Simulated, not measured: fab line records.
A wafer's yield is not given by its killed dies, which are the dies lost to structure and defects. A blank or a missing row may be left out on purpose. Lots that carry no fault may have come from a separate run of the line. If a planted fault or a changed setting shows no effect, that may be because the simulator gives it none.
Chamber matching    flow berkeley cmos170    3 sister chambers for UCB170_PWELL_WET_ETCH_19 on wet bench-01
The step etches Si3N4 in H3PO4, time 14400 s. 6 wafers are shown with their chamber, then 7 later ones without.

== EACH WAFER AND ITS CHAMBER ==
wafer   chamber  bath heat duty pct (%)  bath guard temp C (C)
L328.5  2        27.9                    160.1
L328.6  2        27.2                    160.1
L326.4  1        26.5                    159.9
L326.5  1        24.7                    159.7
L331.1  3        31.1                    160.9
L331.2  3        30.6                    161.2

== WAFERS WITHOUT THEIR CHAMBER ==
wafer   bath heat duty pct (%)  bath guard temp C (C)
L331.3  32.1                    161.1
L332.1  29.2                    161.0
L332.2  31.4                    161.1
L332.6  30.3                    161.4
L333.3  30.6                    160.8
L333.5  30.7                    161.3
L333.6  30.8                    161.1

== WHICH CHAMBER EACH WENT THROUGH ==
wafer   from the rows above  in truth
L331.3  3                    3
L332.1  3                    3
L332.2  3                    3
L332.6  3                    3
L333.3  3                    3
L333.5  3                    3
L333.6  3                    3
Correctly placed: 7 of 7. Left unplaced by these rows: 0. Number placed wrongly: 0.
How it was worked out, from the rows above alone: a wafer's distance from a chamber is the root of the sum, over the readings, of the square of ((its reading less the chamber's mean) divided by the reading's scatter). The wafer belongs to the nearest chamber; if the next one is less than 2 further off, it can't be placed. The mean given for a chamber averages the wafers shown for that chamber. The scatter: take each reading less its chamber's mean, square it, sum over the shown wafers, divide by the number of wafers less the number of chambers, and take the root.
